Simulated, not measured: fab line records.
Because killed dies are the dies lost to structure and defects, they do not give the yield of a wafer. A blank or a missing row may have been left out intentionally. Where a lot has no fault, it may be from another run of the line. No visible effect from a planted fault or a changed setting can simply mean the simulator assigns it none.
Which tool was responsible?    flow rit_cmos    42 wafers from 14 lots sampled at 2 of the route's 202 steps

WHAT THE GAUGES SHOWED, per wafer
The record holds no reading of a measuring or inspecting step that can be judged against a usual standard deviation.

EACH LOT AND THE TOOL THAT RAN IT (in order: tool; ch and the chambers of the sampled wafers; start)
lot   RIT_CONTACT_CLEAN_13            RIT_M1_PROBE_99
L455  wet_bench-04 ch 0, day 3 04:41  -
L456  wet_bench-03 ch 3, day 3 11:47  -
L457  wet_bench-02 ch 2, day 3 14:49  -
L458  wet_bench-02 ch 2, day 3 19:37  prober-01, day 4 00:37
L461  wet_bench-02 ch 1, day 4 10:48  prober-01, day 4 16:47
L462  wet_bench-02 ch 3, day 4 15:15  -
L467  wet_bench-03 ch 0, day 5 17:34  -
L468  wet_bench-04 ch 0, day 5 21:49  -
L470  wet_bench-04 ch 0, day 6 10:14  -
L471  wet_bench-03 ch 1, day 6 13:02  -
L475  wet_bench-04 ch 2, day 7 09:13  -
L476  wet_bench-04 ch 1, day 7 13:03  -
L477  wet_bench-04 ch 2, day 7 18:40  -
L478  wet_bench-03 ch 0, day 7 22:36  -
- RIT_CONTACT_CLEAN_13: cleans in SC1, time 600 s.
- RIT_M1_PROBE_99

AS READ BY THE TOOLS THEMSELVES (means over the sampled wafers that have a number; for cases with no such wafer, the mark the record gives instead)
RIT_CONTACT_CLEAN_13.
lot   tool          bath_guard_temp_C (C)  run_length_s (s)
L455  wet_bench-04  75.1                   634
L456  wet_bench-03  74.8                   633
L457  wet_bench-02  74.7                   633
L458  wet_bench-02  74.8                   633
L461  wet_bench-02  75.4                   655
L462  wet_bench-02  74.2                   656
L467  wet_bench-03  75.2                   633
L468  wet_bench-04  75.2                   626
L470  wet_bench-04  75.3                   633
L471  wet_bench-03  74.3                   625
L475  wet_bench-04  75.2                   626
L476  wet_bench-04  74.4                   627
L477  wet_bench-04  75.0                   627
L478  wet_bench-03  75.4                   632

RIT_M1_PROBE_99.
lot   tool       killed_at_M0_to_M3  killed_at_contacts  killed_at_front_end  killed_dies  killed_open  killed_short
L458  prober-01  0.0                 0.3                 6.0                  6            2.0          4.3
L461  prober-01  0.0                 0.0                 3.0                  3            1.0          2.0

THE ANSWER, worked out from the rows above alone
Rule: what is usual is taken from the lots themselves. Put in order of their means at a reading, lots are off if they are a third of the lots or fewer, leave a main group of 4 or more, and stand apart from it by a gap of 3 or more times the standard deviation of the main group's means; of several such gaps the widest counts. A main group whose means are all the same, to the digits that the tables above print for the reading, isn't used. A lot without any number at a reading at which 4 lots or more have one is off too. Where the step has rows for the other lots, those lots are counted as sound. The gauges are gone through in route order, then the tools' own readings, and for those a lot's mean is taken as printed above. At the first step where some lot is off, the reading lying furthest off is the one used; lots without a number count as furthest.
Off: L461, L462 (RIT_CONTACT_CLEAN_13, run_length_s). For the main group the mean is 630 s and the standard deviation 3.4.
A tool fits if, at that step or a process step before it, it ran every lot that is off, and no sound lot after the first of them. One fits: wet_bench-02 at RIT_CONTACT_CLEAN_13. A fault onset in the window from L458 (day 3 19:37, its last sound lot) to L461 (day 4 10:48, its first lot off) fits.
The tool's own readings at RIT_CONTACT_CLEAN_13 bear it out: on the lots that are off they differ by more than 5 times the standard deviation of the sound lots' means. run_length_s reads 656 s there against 630 s on the sound lots.

WHAT THE SIMULATOR PUT IN
Drift in process parameters on wet_bench-02 at RIT_CONTACT_CLEAN_13, starting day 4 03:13. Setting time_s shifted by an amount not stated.
Struck lots among those shown: L461, L462. The rule above found the same.
